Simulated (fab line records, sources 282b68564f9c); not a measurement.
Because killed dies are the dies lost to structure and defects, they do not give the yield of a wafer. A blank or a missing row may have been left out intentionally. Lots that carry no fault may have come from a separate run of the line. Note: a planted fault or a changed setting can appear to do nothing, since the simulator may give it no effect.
A lot that was struck, set against a sound lot + flow ritCmos + 17 out of 202 route steps
Sound: these wafers, L786.2, L786.3, L786.6. Wafers struck: L801.1, L801.3, L801.6. Last of all comes the cause.
Each step with rows lists, per side, the tool, then ch with its chambers, then its first start. Under that, the readings that differ: sound wafers + struck wafers + difference of the means + sigmas: that difference in standard deviations of wafers without a fault.
alike: a reading whose means differ by less than 2 such deviations, as well as words and numbers matching on both sides. not compared: withheld readings; readings where some wafer has no value; bounds like >300 that might hide an equal value; numbers whose values overlap and for which the record gives no deviation.
Wherever a step has rows on one side only, a row that says differs or no value, or a row with sigmas, the two part there. Numbers that don't overlap but have no deviation are shown without sigmas and don't part them. A reading missing from all wafers of one side parts the sides only when that side holds two or more wafers.

RIT_PWELL_TW_MEAS_10:
  sound on filmMetro-03, day 2 08:40; struck on filmMetro-03, day 5 07:56
  alike: PWELL_TW
then, 1 step without rows for these wafers: RIT_WELLDRIVE_ANNEAL_00 (time 14700 s).
RIT_WELLDRIVE_RS_MEAS_01: uses a four-point probe to measure.
  sound on filmMetro-01, day 2 13:49; struck on filmMetro-04, day 5 13:12
  alike: NWELL_RS
RIT_WELLDRIVE_RS_MEAS_02: uses a four-point probe to measure.
  sound on filmMetro-01, day 2 13:56; struck on filmMetro-04, day 5 13:19
  alike: PWELL_RS
then, 6 steps without rows for these wafers: RIT_NRETRO_HMDS_00 (prime time 60 s); RIT_NRETRO_COAT_01 (resist thk 1300 nm); RIT_NRETRO_SOFTBAKE_02 (time 60 s); RIT_NRETRO_EXPOSE_03 (exposes mask M4, target cd 43900 nm); RIT_NRETRO_PEB_04; RIT_NRETRO_DEVELOP_05 (develop time 68 s).
RIT_NRETRO_OVL_MEAS_06:
  sound on overlay-01, day 2 15:02; struck on overlay-01, day 5 14:22
  alike: NRETRO_OVL
then, 1 step without rows for these wafers: RIT_NRETRO_HARDBAKE_07 (time 120 s).
RIT_NRETRO_IMPLANT_08:
  sound on implanter-03 ch 0, day 2 15:21; struck on implanter-03 ch 0, day 5 14:40
| reading                  | sound                | struck               | difference | sigmas      |
|--------------------------|----------------------|----------------------|------------|-------------|
| beamEnergyKeV            | 69.996 69.996 70.032 | 94.451 94.494 94.485 | +24.469    | +99 or more |
| model.implant.rpNm (nm)  | 84.96 84.96 84.96    | 114.8 114.8 114.8    | +29.8      |             |
| model.implant.drpNm (nm) | 33.94 33.94 33.94    | 43.45 43.45 43.45    | +9.51      |             |
  alike: beamOnS
RIT_NRETRO_STRIP_09: strips in O2, time 180 s.
  sound on plasmaAsher-04 ch 0,1, day 2 15:28; struck on plasmaAsher-02 ch 0, day 5 14:49
  alike: drypumpMotorCurrentA
  not compared: rfHoursCounterH
RIT_NRETRO_TW_MEAS_10:
  sound on filmMetro-03, day 2 15:40; struck on filmMetro-01, day 5 14:59
| reading   | sound          | struck         | difference | sigmas |
|-----------|----------------|----------------|------------|--------|
| NRETRO_TW | 1064 1055 1056 | 1134 1134 1132 | +75        | +10    |
then, 1 step without rows for these wafers: RIT_PRETRO_HMDS_00 (prime time 60 s).
RIT_M1_PROBE_99:
  sound on prober-01, day 4 00:23; struck on prober-02, day 6 18:59
| reading                             | sound             | struck            | difference | sigmas |
|-------------------------------------|-------------------|-------------------|------------|--------|
| model.etest.pmosTurned.rOnOhmUm     | 3364 3208 3167    | 3592 3548 3515    | +305       |        |
| model.etest.pmosTurned.driveUaUm    | 193.1 204.8 210.1 | 181.4 184.2 188.2 | -18.1      |        |
| model.etest.wellEdgeRight.lineOhmUm | 181.9 183 181.9   | 179.7 181.1 181.1 | -1.6       |        |
| model.etest.pmos_0p15.swingMvDec    | 84.52 84.66 84.15 | 82.69 82.85 82.98 | -1.60      |        |
  alike: killedAtContacts, killedAtFrontEnd, killedDies, killedOpen, killedShort
  not compared: model.etest.pmos_0p3.rOnOhmUm, model.etest.pmosNarrow.driveUaUm, model.etest.pmos_0p3.driveUaUm, model.etest.wellEdgeLeft.lineOhmUm

## WHERE THEY PART
First at RIT_NRETRO_IMPLANT_08; last, within this record, at RIT_NRETRO_TW_MEAS_10. Later steps at which nothing parts them and some readings are alike: RIT_M1_PROBE_99.

WHY: what the simulator had put in
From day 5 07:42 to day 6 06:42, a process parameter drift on implanter-03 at RIT_NRETRO_IMPLANT_08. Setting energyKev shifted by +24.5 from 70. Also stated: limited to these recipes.
